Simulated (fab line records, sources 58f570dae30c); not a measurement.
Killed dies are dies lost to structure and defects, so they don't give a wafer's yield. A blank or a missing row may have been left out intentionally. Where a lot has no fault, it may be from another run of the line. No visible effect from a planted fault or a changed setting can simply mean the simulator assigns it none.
Which tool is to blame? + flow berkeley-cmos170 + Sampling: 14 lots, 42 wafers, 3 of 331 route steps

## WHAT THE GAUGES READ, wafer by wafer
UCB170_M1_OVL_MEAS_10.
| lot  | measured     | on         | M1_OVL (nm) |
|------|--------------|------------|-------------|
| L983 | day 7 10:31  | overlay-02 | 11 -1 3     |
| L985 | day 7 18:59  | overlay-02 | -11 -6 -7   |
| L986 | day 7 18:36  | overlay-01 | -7 -5 -5    |
| L987 | day 8 08:14  | overlay-01 | -3 0 -6     |
| L988 | day 8 08:32  | overlay-01 | -8 -6 -7    |
| L989 | day 8 12:53  | overlay-02 | -2 -5 -9    |
| L990 | day 8 15:02  | overlay-02 | -8 -1 -3    |
| L992 | day 9 06:18  | overlay-01 | 2 0 0       |
| L993 | day 9 08:14  | overlay-01 | -7 -5 -6    |
| L996 | day 9 21:38  | overlay-01 | 0 4 5       |
| L997 | day 10 16:18 | overlay-02 | -7 4 -6     |
| L998 | day 10 16:40 | overlay-01 | -4 -13 -3   |
| L100 | day 10 20:00 | overlay-02 | 1 -6 -4     |
| L104 | day 11 06:17 | overlay-01 | -8 -5 -13   |

UCB170_V1_THK_MEAS_04.
| lot  | measured     | on            | V1_POLISHED_THK (nm) |
|------|--------------|---------------|----------------------|
| L983 | day 7 12:56  | film-metro-03 | 999.7 999.5 999.1    |
| L985 | day 7 22:35  | film-metro-03 | 1002.2 1000.1 999.6  |
| L986 | day 7 22:35  | film-metro-02 | 1001.4 1000.4 1000.8 |
| L987 | day 8 13:05  | film-metro-04 | 998.9 998.9 1000.2   |
| L988 | day 8 13:06  | film-metro-02 | 1001.6 1001.2 1001.2 |
| L989 | day 8 17:08  | film-metro-02 | 999.4 1000.3 1001.5  |
| L990 | day 8 20:30  | film-metro-02 | 1000.3 999.5 999.2   |
| L992 | day 9 11:35  | film-metro-02 | 999.5 998.3 1001.1   |
| L993 | day 9 11:31  | film-metro-03 | 1001.0 1001.7 1001.0 |
| L996 | day 10 02:20 | film-metro-03 | 998.8 999.4 997.1    |
| L997 | day 10 19:21 | film-metro-03 | 1000.4 1000.2 1001.0 |
| L998 | day 10 19:37 | film-metro-04 | 999.5 999.6 1000.6   |
| L100 | day 11 01:02 | film-metro-04 | 1002.9 999.0 1001.2  |
| L104 | day 11 13:34 | film-metro-03 | 1002.5 1000.8 999.9  |

## WHICH TOOL RAN EACH LOT (tool, then ch and the chambers of the sampled wafers, then the start)
| lot  | UCB170_SCREENOX_OXIDATION_01 |
|------|------------------------------|
| L983 | furnace-02 ch 0, day 5 09:55 |
| L985 | furnace-01 ch 0, day 6 01:02 |
| L986 | furnace-01 ch 0, day 6 01:02 |
| L987 | furnace-03 ch 0, day 6 09:38 |
| L988 | furnace-03 ch 0, day 6 09:38 |
| L989 | furnace-03 ch 0, day 6 20:29 |
| L990 | furnace-02 ch 0, day 7 00:26 |
| L992 | furnace-03 ch 0, day 7 17:07 |
| L993 | furnace-03 ch 0, day 7 17:07 |
| L996 | furnace-02 ch 0, day 8 02:55 |
| L997 | furnace-03 ch 0, day 8 16:31 |
| L998 | furnace-03 ch 0, day 8 16:31 |
| L100 | furnace-02 ch 0, day 9 03:11 |
| L104 | furnace-02 ch 0, day 9 07:46 |
- UCB170_SCREENOX_OXIDATION_01: target thk 14.4 nm, ox time 2400 s.

## WHAT THE TOOLS THEMSELVES READ (means of the sampled wafers that have a number; where no wafer has one, the mark that the record gives instead)
UCB170_SCREENOX_OXIDATION_01.
| lot  | tool       | zone-power-load-pct (%) | zone-power-source-pct (%) |
|------|------------|-------------------------|---------------------------|
| L983 | furnace-02 | 25.8                    | 27.1                      |
| L985 | furnace-01 | 25.4                    | 25.7                      |
| L986 | furnace-01 | 25.2                    | 25.7                      |
| L987 | furnace-03 | 29.1                    | 31.0                      |
| L988 | furnace-03 | 29.0                    | 31.1                      |
| L989 | furnace-03 | 29.0                    | 30.7                      |
| L990 | furnace-02 | 25.5                    | 27.2                      |
| L992 | furnace-03 | 29.4                    | 31.1                      |
| L993 | furnace-03 | 29.1                    | 31.0                      |
| L996 | furnace-02 | 25.8                    | 27.1                      |
| L997 | furnace-03 | 29.2                    | 30.8                      |
| L998 | furnace-03 | 29.1                    | 31.1                      |
| L100 | furnace-02 | 25.9                    | 27.0                      |
| L104 | furnace-02 | 25.9                    | 27.1                      |

## THE ANSWER, worked out from the rows above alone
Rule: usual is defined by the lots themselves. The widest of any qualifying gaps counts: lots, ordered by their means at a reading, are off when they make up no more than a third of the lots, leave a main group of 4 or more, and stand apart from it by 3 or more times the standard deviation of that group's means. The tables above print the reading to a certain number of digits; a main group whose means all agree to those digits is not used. Also off: a lot with no number at a reading for which 4 or more lots have one. Where the step has rows for the other lots, those lots are counted as sound. First the gauges in route order, then the tools' own readings, where a lot's mean is used as printed above. The first step at which some lot is off is used, and at that step the reading that is off furthest; a lot without a number counts as furthest.
No lot is off at any reading shown: from this, nothing can be told.

## WHAT THE SIMULATOR HAD INSERTED
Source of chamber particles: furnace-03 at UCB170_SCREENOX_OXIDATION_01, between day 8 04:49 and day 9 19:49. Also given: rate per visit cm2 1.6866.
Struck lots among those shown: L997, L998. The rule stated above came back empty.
